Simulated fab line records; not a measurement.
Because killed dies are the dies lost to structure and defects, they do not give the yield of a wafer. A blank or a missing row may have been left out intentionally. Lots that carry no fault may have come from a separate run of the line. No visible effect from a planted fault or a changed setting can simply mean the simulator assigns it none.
fab line records	flow ritCmos	part 1 of 2: steps 1 to 33 of 35
[record] lots = 5	wafers = 23
route steps=202 shown ACTIVE@4 NWELL@36 PWELL@47 WELLDRIVE@50 NRETRO@54 GATE@88 PLDD@115 NSD@132 M1@202
startH: the number of hours between the record's first day and the start of the first shown wafer of the lot	waitH: hours from the lot's prior step to this one	" identical to the entry in the row above	L1.1+2: several wafers, shown together as one row	- no value, or no start given	* or withheld: withheld	< > ~ a bound
route shown NAME@n: NAME is a module with steps in the file, n the number in the route of the first one	usual: mean/standard deviation taken from wafers without a fault	same: alike in all rows	chamber/n: place in a boat	sites: each site's reading	_std_site: their standard deviation	_edge_site: inner sites' mean taken away from outer sites' mean	radiusMm: for every site, how far away it sits from the centre of the wafer	mask NAME#n: copy n	behind: the last tool/chamber to shape the wafer	hold: the reason the lot was held/the length of the hold in hours/how it ended	device: whichever transistor did not switch (one of n, p or np)	end of line: at the end of the route, the tests of the same wafers	a step given without rows: its recipe and nothing more	killed: dies that structure and defects cost at the first sort, which is not the same as the wafer's yield	map: the dies of a wafer, with x for killed, . for not killed, _ for no die there
set.NAME: setting as actually run; set.NAME@STEP: the setting as run at that earlier step	model.NAME: the simulator's own value behind a step, which no gauge read
lots run with intentionally changed settings; tables by step, rows by wafer
[[steps]]
[step RIT_ACTIVE_CVD_03]
[recipe] material = Si3N4	targetThkNm = 150	tempC = 810	precursor = SiH2Cl2/NH3	timeS = 1500	pressureMtorr = 300	sih2cl2FlowSccm = 60	nh3FlowSccm = 150
lot.wafer	tool	chamber	startH	waitH	set.sih2cl2FlowSccm	model.Si3N4_of_ACTIVE_CVD_03.thkNm
L075.1	-	-	-	0.1	68.17	155.9
L075.2	"	-	"	"	68.17	156.2
L075.3+5	"	-	"	"	68.17	157.1
L075.6	"	-	"	"	68.17	157.2
L076.1	-	-	-	0.1	60	150.4
L076.2	"	-	"	"	60	150.7
L076.4	"	-	"	"	60	149.4
L076.5+6	"	-	"	"	60	150.1
L081.1	-	-	-	0.7	64.12	151.9
L081.2	"	-	"	"	64.12	151.7
L081.3	"	-	"	"	64.12	149.9
L081.4	"	-	"	"	64.12	150.2
L081.6	"	-	"	"	64.12	151.6
L082.2	lpcvd-02	0	52.11	0.0	60	149.9
L082.4	"	0	"	"	60	146.8
L082.5	"	0	"	"	60	148.6
L085.2+6	-	-	-	0.0	57.41	148.5
L085.3	"	-	"	"	57.41	149.9
L085.4	"	-	"	"	57.41	147.8
L085.5	"	-	"	"	57.41	149.1
[step RIT_ACTIVE_COAT_06]
[recipe] resist = NOVOLAK	spinRpm = 3250	resistThkNm = 1000
lot.wafer	tool	chamber	startH	waitH	set.spinRpm	model.NOVOLAK_of_ACTIVE_COAT_06.thkNm
L075.1	lithoTrack-03	0	20.26	0.1	3250	1001
L075.2	"	0	"	"	3250	998.9
L075.3	"	0	"	"	3250	1004
L075.5	"	0	"	"	3250	1005
L075.6	"	0	"	"	3250	1003
L076.1+4	lithoTrack-03	0	23.74	0.1	3113	1022
L076.2	"	0	"	"	3250	1000
L076.5	"	0	"	"	3250	999
L076.6	"	0	"	"	3250	994.5
L081.1	lithoTrack-04	0	49.37	0.1	3250	1000
L081.2	"	0	"	"	3250	1006
L081.3	"	0	"	"	3250	1004
L081.4	"	0	"	"	3250	1001
L081.6	"	0	"	"	3250	1002
L082.2	lithoTrack-04	0	53.77	0.1	3250	1001
L082.4	"	0	"	"	3250	999.6
L082.5	"	0	"	"	3250	1002
L085.2+3	lithoTrack-04	0	68.77	0.1	3165	1010
L085.4	"	0	"	"	3250	996.9
L085.5	"	0	"	"	3250	995.4
L085.6	"	0	"	"	3250	997.6
[step RIT_ACTIVE_HARDBAKE_12]
[recipe] resist = NOVOLAK	tempC = 140	timeS = 60
lot.wafer	tool	chamber	startH	waitH	set.tempC	set.spinRpm@ACTIVE_COAT_06	model.NOVOLAK_of_ACTIVE_COAT_06.thkNm
L075.1	lithoTrack-04	0	21.30	0.2	136.8	3250	889.7
L075.2	"	0	"	"	136.8	3250	887.9
L075.3	"	0	"	"	140	3250	887.6
L075.5	"	0	"	"	140	3250	888
L075.6	"	0	"	"	136.8	3250	891.4
L076.1	lithoTrack-04	0	24.68	0.1	140	3113	903.1
L076.2	"	0	"	"	140	3250	884.1
L076.4	"	0	"	"	138.2	3113	905.5
L076.5	"	0	"	"	138.2	3250	885.7
L076.6	"	0	"	"	138.2	3250	881.6
L081.1	lithoTrack-03	0	50.32	0.2	141.4	3250	882.2
L081.2	"	0	"	"	141.4	3250	886.9
L081.3	"	0	"	"	140	3250	887.3
L081.4	"	0	"	"	140	3250	884.6
L081.6	"	0	"	"	141.4	3250	883.7
L082.2	lithoTrack-01	0	54.61	0.1	140	3250	884.5
L082.4	"	0	"	"	140	3250	883.5
L082.5	"	0	"	"	140	3250	885.6
L085.2	lithoTrack-04	0	69.71	0.1	140	3165	892.1
L085.3	"	0	"	"	141.8	3165	889.9
L085.4	"	0	"	"	141.8	3250	878.7
L085.5	"	0	"	"	140	3250	879.7
L085.6	"	0	"	"	141.8	3250	879.3
[step RIT_ACTIVE_ETCH_13]
[recipe] stopOn = SiO2	chemistry = SF6	target = Si3N4	timeS = 210	overEtchFrac = 0.4	SF6_flow_sccm = 200	pressureMtorr = 260	rfW = 125	targetDepthA = 2100
lot.wafer	tool	chamber	startH	waitH	set.spinRpm@ACTIVE_COAT_06	model.NOVOLAK_of_ACTIVE_COAT_06.thkNm
L075.1	rieDiel-03	0	21.45	0.1	3250	659.1
L075.2	"	2	"	"	3250	663.6
L075.3+5	"	3	"	"	3250	659
L075.6	"	0	"	"	3250	661.3
L076.1	rieDiel-01	0	24.83	0.1	3113	673.1
L076.2	"	2	"	"	3250	657.3
L076.4	"	3	"	"	3113	679
L076.5	"	0	"	"	3250	658
L076.6	"	3	"	"	3250	656.3
L081.1	rieDiel-04	2	50.47	0.1	3250	652.6
L081.2	"	1	"	"	3250	652.3
L081.3	"	3	"	"	3250	658.9
L081.4	"	0	"	"	3250	652.7
L081.6	"	0	"	"	3250	653.7
L082.2	rieDiel-01	1	54.74	0.1	3250	651.2
L082.4	"	0	"	"	3250	655.8
L082.5	"	2	"	"	3250	656.7
L085.2	rieDiel-01	0	69.83	0.1	3165	661.5
L085.3	"	3	"	"	3165	661.6
L085.4	"	2	"	"	3250	647.6
L085.5	"	0	"	"	3250	648.6
L085.6	"	3	"	"	3250	650.1
[step RIT_NWELL_IMPLANT_08]
[recipe] species = P	energyKev = 170	doseCm2 = 5e+13	tiltDeg = 7
lot.wafer	tool	chamber	startH	waitH	set.doseCm2
L075.1+5+6	implanter-01	0	27.24	0.2	5e+13
L075.2+3	"	0	"	"	5.313e+13
L076.1+2+6	implanter-01	0	30.74	0.2	4.802e+13
L076.4+5	"	0	"	"	5e+13
L081.1+4	implanter-02	0	56.24	0.2	5e+13
L081.2+3+6	"	0	"	"	5.173e+13
L082.2+4+5	implanter-03	0	60.48	0.2	5e+13
L085.2+5+6	implanter-03	0	75.69	0.2	4.735e+13
L085.3+4	"	0	"	"	5e+13
[step RIT_PWELL_IMPLANT_08]
[recipe] species = B	energyKev = 170	doseCm2 = 7e+13	tiltDeg = 7
lot.wafer	tool	chamber	startH	waitH	set.energyKev	model.implant.rpNm	model.implant.drpNm
L075.1+3+5	implanter-04	0	28.93	0.2	161.1	459.9	100.9
L075.2+6	"	0	"	"	170	478.7	102.9
L076.1+2+4	implanter-03	0	32.29	0.2	170	492.4	102.9
L076.5+6	"	0	"	"	175	503.6	103.7
L081.1+4+6	implanter-04	0	58.05	0.2	161.8	456	101.1
L081.2+3	"	0	"	"	170	473.1	102.9
L082.2+4+5	implanter-01	0	62.03	0.2	170	497.8	102.9
L085.2+3+4+5+6	implanter-04	0	77.30	0.2	170	480	102.9
[step RIT_PWELL_STRIP_09]
[recipe] chemistry = O2	timeS = 180	resist = NOVOLAK	platenTempC = withheld	powerW = 500	pressureMtorr = 4000	o2FlowSccm = 4000
[step RIT_WELLDRIVE_ANNEAL_00]
[recipe] tempC = 1100	timeS = 14700	ambient = N2
[step RIT_WELLDRIVE_RS_MEAS_01]
[recipe] thkMeasGauge = four-point-probe
[usual] NWELL_RS = 275.9/0.73
lot.wafer	tool	chamber	startH	waitH	set.doseCm2@NWELL_IMPLANT_08	NWELL_RS[ohm/sq]
L075.1	filmMetro-04	-	34.40	0.0	5e+13	276.1
L075.2	"	-	"	"	5.313e+13	265.6
L075.3	"	-	"	"	5.313e+13	266.5
L075.5	"	-	"	"	5e+13	276.4
L075.6	"	-	"	"	5e+13	276.2
L076.1	filmMetro-04	-	37.76	0.0	4.802e+13	282.6
L076.2	"	-	"	"	4.802e+13	282.5
L076.4	"	-	"	"	5e+13	275.1
L076.5	"	-	"	"	5e+13	274.9
L076.6	"	-	"	"	4.802e+13	281.6
L081.1	filmMetro-04	-	63.90	0.0	5e+13	275.1
L081.2	"	-	"	"	5.173e+13	270.2
L081.3	"	-	"	"	5.173e+13	270.1
L081.4	"	-	"	"	5e+13	275.7
L081.6	"	-	"	"	5.173e+13	270.3
L082.2	filmMetro-02	-	68.23	0.0	5e+13	274.4
L082.4	"	-	"	"	5e+13	275.3
L082.5	"	-	"	"	5e+13	275.3
L085.2	filmMetro-04	-	83.16	0.0	4.735e+13	283.4
L085.3	"	-	"	"	5e+13	275.4
L085.4	"	-	"	"	5e+13	275.4
L085.5	"	-	"	"	4.735e+13	284.7
L085.6	"	-	"	"	4.735e+13	285.0
[step RIT_NRETRO_COAT_01]
[recipe] resist = NOVOLAK	spinRpm = 2000	resistThkNm = 1300
lot.wafer	tool	chamber	startH	waitH	set.spinRpm	model.NOVOLAK_of_NRETRO_COAT_01.thkNm
L075.1	lithoTrack-01	0	34.79	0.1	2000	1303
L075.2	"	0	"	"	2000	1305
L075.3	"	0	"	"	2130	1262
L075.5	"	0	"	"	2000	1307
L075.6	"	0	"	"	2130	1265
L076.1+2	lithoTrack-03	0	38.15	0.1	2068	1280
L076.4	"	0	"	"	2000	1301
L076.5	"	0	"	"	2000	1299
L076.6	"	0	"	"	2000	1298
L081.1+2	lithoTrack-02	0	64.29	0.1	2000	1303
L081.3	"	0	"	"	2000	1306
L081.4	"	0	"	"	2056	1283
L081.6	"	0	"	"	2056	1285
L082.2+5	lithoTrack-03	0	68.63	0.1	2000	1301
L082.4	"	0	"	"	2000	1298
L085.2+4	lithoTrack-02	0	83.56	0.1	1904	1330
L085.3+5	"	0	"	"	2000	1298
L085.6	"	0	"	"	1904	1331
[step RIT_NRETRO_SOFTBAKE_02]
[recipe] resist = NOVOLAK	tempC = 90	timeS = 60
[step RIT_NRETRO_EXPOSE_03]
[recipe] maskId = M4	na = 0.57	targetCdNm = 43900	doseMj = 250
[step RIT_NRETRO_DEVELOP_05]
[recipe] resist = NOVOLAK	developTimeS = 68	devTempC = 23
[step RIT_NRETRO_HARDBAKE_07]
[recipe] resist = NOVOLAK	tempC = 140	timeS = 120
lot.wafer	tool	chamber	startH	waitH	set.spinRpm@NRETRO_COAT_01	model.NOVOLAK_of_NRETRO_COAT_01.thkNm
L075.1	lithoTrack-01	0	35.55	0.0	2000	1140
L075.2	"	0	"	"	2000	1141
L075.3	"	0	"	"	2130	1104
L075.5	"	0	"	"	2000	1143
L075.6	"	0	"	"	2130	1106
L076.1	lithoTrack-02	0	38.92	0.0	2068	1120
L076.2	"	0	"	"	2068	1119
L076.4	"	0	"	"	2000	1138
L076.5	"	0	"	"	2000	1136
L076.6	"	0	"	"	2000	1135
L081.1+2	lithoTrack-01	0	65.18	0.0	2000	1140
L081.3	"	0	"	"	2000	1142
L081.4	"	0	"	"	2056	1122
L081.6	"	0	"	"	2056	1124
L082.2+5	lithoTrack-01	0	69.53	0.1	2000	1138
L082.4	"	0	"	"	2000	1135
L085.2+4	lithoTrack-01	0	84.34	0.1	1904	1163
L085.3+5	"	0	"	"	2000	1135
L085.6	"	0	"	"	1904	1164
[step RIT_NRETRO_IMPLANT_08]
[recipe] species = P	energyKev = 70	doseCm2 = 1e+13	tiltDeg = 7
lot.wafer	tool	chamber	startH	waitH	set.energyKev	model.implant.rpNm	model.implant.drpNm
L075.1+6	implanter-02	0	35.80	0.2	70	82.43	33.94
L075.2+3+5	"	0	"	"	67.26	79.11	32.8
L076.1+4+6	implanter-02	0	39.17	0.2	67.3	82.5	32.82
L076.2+5	"	0	"	"	70	85.9	33.94
L081.1+3+4	implanter-04	0	65.43	0.2	65.85	79.95	32.21
L081.2+6	"	0	"	"	70	85.14	33.94
L082.2+4+5	implanter-01	0	69.77	0.2	70	85.17	33.94
L085.2+4+5	implanter-01	0	84.57	0.2	70	86.08	33.94
L085.3+6	"	0	"	"	66.14	81.2	32.33
[step RIT_NRETRO_STRIP_09]
[recipe] chemistry = O2	timeS = 180	resist = NOVOLAK	platenTempC = withheld	powerW = 500	pressureMtorr = 4000	o2FlowSccm = 4000
[step RIT_NRETRO_TW_MEAS_10]
[usual] NRETRO_TW = 1031/4
lot.wafer	tool	chamber	startH	waitH	set.energyKev@NRETRO_IMPLANT_08	NRETRO_TW
L075.1	filmMetro-02	-	36.13	0.1	70	1030
L075.2	"	-	"	"	67.26	1019
L075.3	"	-	"	"	67.26	1021
L075.5	"	-	"	"	67.26	1018
L075.6	"	-	"	"	70	1033
L076.1	filmMetro-02	-	39.49	0.1	67.3	1022
L076.2	"	-	"	"	70	1028
L076.4	"	-	"	"	67.3	1022
L076.5	"	-	"	"	70	1025
L076.6	"	-	"	"	67.3	1018
L081.1	filmMetro-02	-	65.76	0.1	65.85	1020
L081.2	"	-	"	"	70	1033
L081.3	"	-	"	"	65.85	1013
L081.4	"	-	"	"	65.85	1021
L081.6	"	-	"	"	70	1029
L082.2	filmMetro-02	-	70.08	0.1	70	1027
L082.4	"	-	"	"	70	1025
L082.5	"	-	"	"	70	1028
L085.2	filmMetro-02	-	84.88	0.1	70	1033
L085.3	"	-	"	"	66.14	1022
L085.4	"	-	"	"	70	1035
L085.5	"	-	"	"	70	1034
L085.6	"	-	"	"	66.14	1018
[step RIT_GATE_SOFTBAKE_12]
[recipe] resist = NOVOLAK	tempC = 90	timeS = 60
lot.wafer	tool	chamber	startH	waitH	set.tempC
L075.1+3	lithoTrack-02	0	41.72	0.1	90
L075.2+5+6	"	0	"	"	92.8
L076.1+5	lithoTrack-02	0	45.52	0.1	86.39
L076.2+4+6	"	0	"	"	90
L081.1+6	lithoTrack-04	0	71.57	0.1	90
L081.2+3+4	"	0	"	"	91.99
L082.2+4+5	lithoTrack-02	0	75.56	0.1	90
L085.2+3	lithoTrack-02	0	91.92	0.1	92.42
L085.4+5+6	"	0	"	"	90
[step RIT_GATE_EXPOSE_13]
[recipe] maskId = M6	na = 0.6	sourceShape = conventional	sigmaOuter = 0.6	targetCdNm = 150	doseMj = 380
[step RIT_GATE_PEB_14]
[recipe] resist = NOVOLAK	tempC = withheld	timeS = withheld
[step RIT_GATE_DEVELOP_15]
[recipe] resist = NOVOLAK	developTimeS = 50	devTempC = 23
lot.wafer	tool	chamber	startH	waitH	set.tempC@GATE_SOFTBAKE_12	model.NOVOLAK_of_GATE_COAT_11.thkNm
L075.1	lithoTrack-03	0	-	-	90	852.4
L075.2	"	0	"	"	92.8	844
L075.3	"	0	"	"	90	852.1
L075.5	"	0	"	"	92.8	844.6
L075.6	"	0	"	"	92.8	845.3
L076.1	lithoTrack-04	0	-	-	86.39	861.2
L076.2	"	0	"	"	90	851.3
L076.4	"	0	"	"	90	848.9
L076.5	"	0	"	"	86.39	861.7
L076.6	"	0	"	"	90	853.6
L081.1	lithoTrack-02	0	-	-	90	854.4
L081.2	"	0	"	"	91.99	850.7
L081.3	"	0	"	"	91.99	850.9
L081.4	"	0	"	"	91.99	849.5
L081.6	"	0	"	"	90	854
L082.2	lithoTrack-02	0	-	-	90	856
L082.4	"	0	"	"	90	854.6
L082.5	"	0	"	"	90	852.2
L085.2	lithoTrack-04	0	-	-	92.42	848.1
L085.3	"	0	"	"	92.42	841.3
L085.4	"	0	"	"	90	849.8
L085.5	"	0	"	"	90	849.9
L085.6	"	0	"	"	90	851.5
[step RIT_PLDD_COAT_01]
[recipe] resist = NOVOLAK	spinRpm = 3250	resistThkNm = 1000
lot.wafer	tool	chamber	startH	waitH	set.resistThkNm	model.NOVOLAK_of_PLDD_COAT_01.thkNm
L075.1+2	lithoTrack-03	0	47.79	0.1	1000	1003
L075.3	"	0	"	"	1045	1050
L075.5	"	0	"	"	1000	1001
L075.6	"	0	"	"	1045	1047
L076.1	lithoTrack-03	0	51.70	0.1	1024	1024
L076.2	"	0	"	"	1000	1003
L076.4	"	0	"	"	1000	1000
L076.5	"	0	"	"	1024	1025
L076.6	"	0	"	"	1024	1026
L081.1	lithoTrack-01	0	77.74	0.1	1000	999.7
L081.2	"	0	"	"	976.1	972.8
L081.3	"	0	"	"	1000	998.6
L081.4	"	0	"	"	976.1	973.8
L081.6	"	0	"	"	976.1	974.2
L082.2	lithoTrack-03	0	81.75	0.1	1000	995
L082.4	"	0	"	"	1000	995.3
L082.5	"	0	"	"	1000	997.6
L085.2+5	lithoTrack-02	0	97.85	0.1	1000	1005
L085.3	"	0	"	"	1041	1043
L085.4+6	"	0	"	"	1041	1046
[step RIT_PLDD_SOFTBAKE_02]
[recipe] resist = NOVOLAK	tempC = 90	timeS = 60
[step RIT_PLDD_EXPOSE_03]
[recipe] maskId = M8	na = 0.57	targetCdNm = 40900	doseMj = 250
[step RIT_PLDD_DEVELOP_05]
[recipe] resist = NOVOLAK	developTimeS = 50	devTempC = 23
[step RIT_PLDD_HARDBAKE_07]
[recipe] resist = NOVOLAK	tempC = 140	timeS = 60
lot.wafer	tool	chamber	startH	waitH	set.resistThkNm@PLDD_COAT_01	model.NOVOLAK_of_PLDD_COAT_01.thkNm
L075.1	lithoTrack-02	0	48.53	0.0	1000	886.5
L075.2	"	0	"	"	1000	886.4
L075.3	"	0	"	"	1045	927.2
L075.5	"	0	"	"	1000	884.5
L075.6	"	0	"	"	1045	924.8
L076.1	lithoTrack-03	0	52.51	0.0	1024	905
L076.2	"	0	"	"	1000	886.6
L076.4	"	0	"	"	1000	883.7
L076.5	"	0	"	"	1024	905.3
L076.6	"	0	"	"	1024	906.6
L081.1	lithoTrack-02	0	78.48	0.0	1000	883.5
L081.2	"	0	"	"	976.1	860
L081.3	"	0	"	"	1000	882.6
L081.4	"	0	"	"	976.1	860.9
L081.6	"	0	"	"	976.1	861.2
L082.2	lithoTrack-01	0	82.61	0.0	1000	879.3
L082.4	"	0	"	"	1000	879.7
L082.5	"	0	"	"	1000	881.6
L085.2	lithoTrack-01	0	98.71	0.0	1000	888.2
L085.3	"	0	"	"	1041	921.3
L085.4	"	0	"	"	1041	923.7
L085.5	"	0	"	"	1000	887.9
L085.6	"	0	"	"	1041	924
[step RIT_PLDD_IMPLANT_08]
[recipe] species = BF2	energyKev = 20	doseCm2 = 9e+14	tiltDeg = 7
lot.wafer	tool	chamber	startH	waitH	set.doseCm2
L075.1+2+3+5+6	implanter-03	0	48.68	0.1	9e+14
L076.1+2	implanter-04	0	52.66	0.1	8.377e+14
L076.4+5+6	"	0	"	"	9e+14
L081.1+2+3	implanter-01	0	78.63	0.1	9e+14
L081.4+6	"	0	"	"	8.357e+14
L082.2+4+5	implanter-01	0	82.76	0.1	9e+14
L085.2+4+5	implanter-03	0	98.86	0.1	9.409e+14
L085.3+6	"	0	"	"	9e+14
[step RIT_PLDD_STRIP_09]
[recipe] chemistry = O2	timeS = 180	resist = NOVOLAK	platenTempC = withheld	powerW = 500	pressureMtorr = 4000	o2FlowSccm = 4000
[step RIT_PLDD_TW_MEAS_10]
[usual] PLDD_TW = 2300/8.3
lot.wafer	tool	chamber	startH	waitH	set.doseCm2@PLDD_IMPLANT_08	PLDD_TW
L075.1	filmMetro-03	-	49.00	0.1	9e+14	2292
L075.2	"	-	"	"	9e+14	2322
L075.3	"	-	"	"	9e+14	2293
L075.5	"	-	"	"	9e+14	2301
L075.6	"	-	"	"	9e+14	2310
L076.1	filmMetro-02	-	52.98	0.1	8.377e+14	2269
L076.2	"	-	"	"	8.377e+14	2270
L076.4	"	-	"	"	9e+14	2300
L076.5	"	-	"	"	9e+14	2304
L076.6	"	-	"	"	9e+14	2297
L081.1	filmMetro-03	-	78.95	0.1	9e+14	2277
L081.2	"	-	"	"	9e+14	2289
L081.3	"	-	"	"	9e+14	2291
L081.4	"	-	"	"	8.357e+14	2252
L081.6	"	-	"	"	8.357e+14	2253
L082.2	filmMetro-03	-	83.07	0.1	9e+14	2290
L082.4	"	-	"	"	9e+14	2303
L082.5	"	-	"	"	9e+14	2303
L085.2	filmMetro-02	-	99.17	0.1	9.409e+14	2333
L085.3	"	-	"	"	9e+14	2309
L085.4	"	-	"	"	9.409e+14	2341
L085.5	"	-	"	"	9.409e+14	2343
L085.6	"	-	"	"	9e+14	2309
[step RIT_NSD_COAT_01]
[recipe] resist = NOVOLAK	spinRpm = 3250	resistThkNm = 1000
lot.wafer	tool	chamber	startH	waitH	set.resistThkNm	model.NOVOLAK_of_NSD_COAT_01.thkNm
L075.1	lithoTrack-01	0	51.89	0.1	1000	998.6
L075.2	"	0	"	"	1046	1043
L075.3	"	0	"	"	1000	1001
L075.5	"	0	"	"	1000	1000
L075.6	"	0	"	"	1046	1044
L076.1	lithoTrack-03	0	55.69	0.1	1000	1001
L076.2	"	0	"	"	981.4	981.4
L076.4+5	"	0	"	"	1000	1002
L076.6	"	0	"	"	981.4	982.2
L081.1	lithoTrack-01	0	81.65	0.1	1000	1000
L081.2+3	"	0	"	"	1000	1002
L081.4	"	0	"	"	1000	1004
L081.6	"	0	"	"	1000	1003
L082.2	lithoTrack-04	0	85.99	0.1	1000	1002
L082.4	"	0	"	"	1000	1003
L082.5	"	0	"	"	1000	999.4
L085.2	lithoTrack-03	0	102.84	0.1	981.2	980.2
L085.3	"	0	"	"	1000	1000
L085.4	"	0	"	"	1000	998.7
L085.5	"	0	"	"	1000	999.6
L085.6	"	0	"	"	981.2	977.5
[step RIT_NSD_SOFTBAKE_02]
[recipe] resist = NOVOLAK	tempC = 90	timeS = 60
[step RIT_NSD_EXPOSE_03]
[recipe] maskId = M9	na = 0.57	targetCdNm = 40700	doseMj = 250
[step RIT_NSD_DEVELOP_05]
[recipe] resist = NOVOLAK	developTimeS = 50	devTempC = 23
[[key]]
[split] step = RIT_ACTIVE_CVD_03	setting = sih2cl2FlowSccm	stated = 60	by = lot
[response] step = RIT_ACTIVE_CVD_03	reading = model.Si3N4_of_ACTIVE_CVD_03.thkNm	change = +0.432	per = 1%	r = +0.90
[split] step = RIT_ACTIVE_COAT_06	setting = spinRpm	stated = 3250	by = wafer
[response] step = RIT_ACTIVE_COAT_06	reading = model.NOVOLAK_of_ACTIVE_COAT_06.thkNm	change = -5.48	per = 1%	r = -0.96
[response] step = RIT_ACTIVE_HARDBAKE_12	reading = model.NOVOLAK_of_ACTIVE_COAT_06.thkNm	change = -4.77	per = 1%	r = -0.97
[response] step = RIT_ACTIVE_ETCH_13	reading = model.NOVOLAK_of_ACTIVE_COAT_06.thkNm	change = -4.59	per = 1%	r = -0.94
[split] step = RIT_ACTIVE_HARDBAKE_12	setting = tempC	stated = 140	by = wafer
response none clear
[split] step = RIT_NWELL_IMPLANT_08	setting = doseCm2	stated = 5e+13	by = wafer
[response] step = RIT_WELLDRIVE_RS_MEAS_01	reading = NWELL_RS	change = -1.66	per = 1%	r = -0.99
[response] step = RIT_M1_PROBE_99	reading = model.etest.wellEdgeLeft.lineOhmUm	change = -1.22	per = 1%	r = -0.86
[response] step = RIT_M1_PROBE_99	reading = model.etest.nwellPinched.rsOhmSq	change = -2.42	per = 1%	r = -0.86
[split] step = RIT_PWELL_IMPLANT_08	setting = energyKev	stated = 170	by = wafer
[response] step = RIT_PWELL_IMPLANT_08	reading = model.implant.rpNm	change = +3.61	per = 1%	r = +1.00
[response] step = RIT_PWELL_IMPLANT_08	reading = model.implant.drpNm	change = +0.364	per = 1%	r = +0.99
[split] step = RIT_NRETRO_COAT_01	setting = spinRpm	stated = 2000	by = wafer
[response] step = RIT_NRETRO_COAT_01	reading = model.NOVOLAK_of_NRETRO_COAT_01.thkNm	change = -6.49	per = 1%	r = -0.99
[response] step = RIT_NRETRO_HARDBAKE_07	reading = model.NOVOLAK_of_NRETRO_COAT_01.thkNm	change = -5.59	per = 1%	r = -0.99
[split] step = RIT_NRETRO_IMPLANT_08	setting = energyKev	stated = 70	by = wafer
[response] step = RIT_NRETRO_IMPLANT_08	reading = model.implant.rpNm	change = +0.874	per = 1%	r = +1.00
[response] step = RIT_NRETRO_IMPLANT_08	reading = model.implant.drpNm	change = +0.291	per = 1%	r = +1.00
[response] step = RIT_NRETRO_TW_MEAS_10	reading = NRETRO_TW	change = +2.35	per = 1%	r = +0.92
[split] step = RIT_GATE_SOFTBAKE_12	setting = tempC	stated = 90	by = wafer
[response] step = RIT_GATE_DEVELOP_15	reading = model.NOVOLAK_of_GATE_COAT_11.thkNm	change = -2.33	per = 1%	r = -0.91
[split] step = RIT_PLDD_COAT_01	setting = resistThkNm	stated = 1000	by = wafer
[response] step = RIT_PLDD_COAT_01	reading = model.NOVOLAK_of_PLDD_COAT_01.thkNm	change = +10.1	per = 1%	r = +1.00
[response] step = RIT_PLDD_HARDBAKE_07	reading = model.NOVOLAK_of_PLDD_COAT_01.thkNm	change = +8.8	per = 1%	r = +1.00
[split] step = RIT_PLDD_IMPLANT_08	setting = doseCm2	stated = 9e+14	by = wafer
[response] step = RIT_PLDD_TW_MEAS_10	reading = PLDD_TW	change = +4.91	per = 1%	r = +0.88
[split] step = RIT_NSD_COAT_01	setting = resistThkNm	stated = 1000	by = wafer
[response] step = RIT_NSD_COAT_01	reading = model.NOVOLAK_of_NSD_COAT_01.thkNm	change = +9.77	per = 1%	r = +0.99
[response] step = RIT_NSD_HARDBAKE_07	reading = model.NOVOLAK_of_NSD_COAT_01.thkNm	change = +8.55	per = 1%	r = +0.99
